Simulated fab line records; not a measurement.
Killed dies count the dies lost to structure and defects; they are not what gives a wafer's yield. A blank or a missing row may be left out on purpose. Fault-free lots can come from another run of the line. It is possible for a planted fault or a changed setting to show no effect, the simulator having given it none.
Chamber matching | flow berkeley_cmos170 | 4 sister chambers for UCB170_ACTIVE_ETCH_15 on rie_diel-01
The step etches Si3N4 in CH3F/Ar/O2, stops on SiO2, target depth 242 nm, time 151 s. 14 wafers are shown with their chamber, then 7 later ones without.

WAFERS WITH THEIR CHAMBER
wafer  | chamber | drypump_motor_current_A (A) | throttle_valve_pct (%) | oes_product_au (a.u.)
L968.2 | 0       | 6.3                         | 8.12                   | 0.964
L968.3 | 3       | 6.4                         | 8.24                   | 0.957
L968.4 | 2       | 5.8                         | 8.01                   | 0.938
L966.1 | 3       | 6.4                         | 8.23                   | 0.942
L966.3 | 2       | 5.8                         | 8.02                   | 0.932
L966.5 | 0       | 6.3                         | 8.12                   | 0.963
L971.2 | 2       | 5.8                         | 8.02                   | 0.929
L971.4 | 3       | 6.3                         | 8.23                   | 0.949
L971.6 | 1       | 5.7                         | 8.10                   | 0.947
L973.3 | 3       | 6.3                         | 8.23                   | 0.959
L973.5 | 1       | 5.6                         | 8.10                   | 0.945
L973.6 | 3       | 6.3                         | 8.21                   | 0.949
L976.2 | 1       | 5.7                         | 8.09                   | 0.944
L976.4 | 1       | 5.7                         | 8.12                   | 0.944

SIGNATURES, as means of the wafers listed above
reading                 | chamber 0 | chamber 1 | chamber 2 | chamber 3 | scatter within a chamber
drypump_motor_current_A | 6.300     | 5.675     | 5.800     | 6.340     | 0.0442
throttle_valve_pct      | 8.1200    | 8.1025    | 8.0167    | 8.2280    | 0.0101
oes_product_au          | 0.96350   | 0.94500   | 0.93300   | 0.95120   | 0.00487
Rule: a wafer lies at a distance from a chamber equal to the root of the sum of squares, over the readings, of (its reading less the chamber's mean, divided by the reading's scatter). If the next closest chamber is less than 2 further off than the closest, the wafer can't be placed; otherwise it belongs to the closest. The scatter is the square root of a quotient: the sum, over the shown wafers, of each reading's squared deviation from its chamber's mean, divided by wafers minus chambers.

WAFERS MISSING THEIR CHAMBER
wafer  | drypump_motor_current_A (A) | throttle_valve_pct (%) | oes_product_au (a.u.)
L976.5 | 5.8                         | 8.02                   | 0.930
L978.1 | 6.3                         | 8.21                   | 0.948
L978.4 | 5.7                         | 8.08                   | 0.940
L978.6 | 6.3                         | 8.23                   | 0.949
L977.2 | 5.6                         | 8.07                   | 0.945
L977.3 | 5.8                         | 8.03                   | 0.929
L977.6 | 6.3                         | 8.23                   | 0.944

THE CHAMBER EACH PASSED THROUGH
wafer  | from the rows above | in truth
L976.5 | 2                   | 2
L978.1 | 3                   | 3
L978.4 | 1                   | 1
L978.6 | 3                   | 3
L977.2 | 1                   | 1
L977.3 | 2                   | 2
L977.6 | 3                   | 3
Correctly placed: 7 of 7. From these rows, 0 cannot be placed. 0 placed wrongly.
